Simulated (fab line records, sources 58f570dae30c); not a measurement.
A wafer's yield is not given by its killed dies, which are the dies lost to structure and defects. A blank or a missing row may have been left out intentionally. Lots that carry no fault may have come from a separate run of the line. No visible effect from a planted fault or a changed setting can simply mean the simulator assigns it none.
One fault seen from 2 desks -- flow berkeley-cmos170 -- numbers are kept per desk, each desk with only its own; the story behind them comes last

## THE METROLOGY DESK
Means of the sampled wafers that have a number, per lot and without regard to the tool the lot ran on: this is what the gauges read. If a lot's mean is further than 4 standard deviations from the usual mean, the lot is out of limits and carries the mark OUT (the distance appears in the brackets).
Columns: A = FIELD_OXIDE_THK at UCB170_FIELD_THK_MEAS_02, usual 554 nm; B = NVT_OVL at UCB170_NVT_OVL_MEAS_06, usual -1 nm; C = NVT_TW at UCB170_NVT_TW_MEAS_09, usual 522; D = GATE_POLY_THK at UCB170_GATE_THK_MEAS_05, usual 214.8 nm
lot,first seen here,A,B,C,D
L466,day 5 07:51,565,-5,519,213.5
L467,day 5 07:51,547,-4,528,216.0
L468,day 5 17:08,550,-12,523,213.5
L469,day 6 04:29,563,-7,520,214.8
L471,day 6 04:30,569,0,532,215.2
L470,day 6 04:33,548,7,520,215.5
L474,day 7 02:17,565,-6,516,218.4
L473,day 7 02:19,559,-0,518,215.1
L476,day 7 16:04,572,11,528,213.5
L475,day 7 16:05,555,1,523,214.3
L477,day 7 16:07,550,5,526,213.7
L478,day 8 04:46,552,0,528,215.1
L487,day 9 21:52,570,4,531,173.6 (-27) OUT
L488,day 9 21:53,542,-2,519,173.5 (-28) OUT
This desk's finding: out of limits on L487, L488; first on L487, day 11 18:19 (GATE_POLY_THK at UCB170_GATE_THK_MEAS_05). In limits: L466, L467, L468, L469, L471, L470, L474, L473, L476, L475, L477, L478.

## THE TOOL OWNER'S DESK: lpcvd-01
The tool's own readings at UCB170_GATE_CVD_04 (deposits poly-Si from SiH4, time 1440 s, target thk 214 nm): means of the sampled wafers that have a number, for each lot that ran on this tool. If a lot's mean is further than 4 standard deviations from the usual mean, the lot is out of limits and carries the mark OUT (the distance appears in the brackets).
Columns: A = sih4-flow-sccm at UCB170_GATE_CVD_04, usual 120.0 sccm; B = zone-power-centre-pct at UCB170_GATE_CVD_04, usual 30.0 %; C = zone-power-source-pct at UCB170_GATE_CVD_04, usual 12.6 %
lot,first seen here,A,B,C
L475,day 9 05:58,119.5,26.8,11.7
L476,day 9 05:58,119.7,29.1,14.2
L477,day 9 05:58,120.0,29.0,14.0
L478,day 9 20:04,119.7,27.1,11.6
L487,day 11 16:55,96.2 (-66) OUT,29.3,14.1
L488,day 11 16:55,95.9 (-67) OUT,29.2,14.1
This desk finds L487, L488 out of limits, L487 being first, at day 11 16:55 (sih4-flow-sccm at UCB170_GATE_CVD_04). In limits: L475, L476, L477, L478.

## ALL TOGETHER
The tool owner's desk could have raised an alarm at day 11 16:55, on L487, L488.
The metrology desk could have raised an alarm at day 11 18:19, on L487, L488.
On lpcvd-01, each named lot ran UCB170_GATE_CVD_04.

## WHAT HAD BEEN PUT IN BY THE SIMULATOR
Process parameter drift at UCB170_GATE_CVD_04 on lpcvd-01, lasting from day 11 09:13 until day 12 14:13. From 120, the setting sih4-flow-sccm moved by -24. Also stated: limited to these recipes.
Struck lots among those shown: L487, L488.
Fault start to first reading out of limits, in hours, per desk: tool owner, 8; metrology, 9.
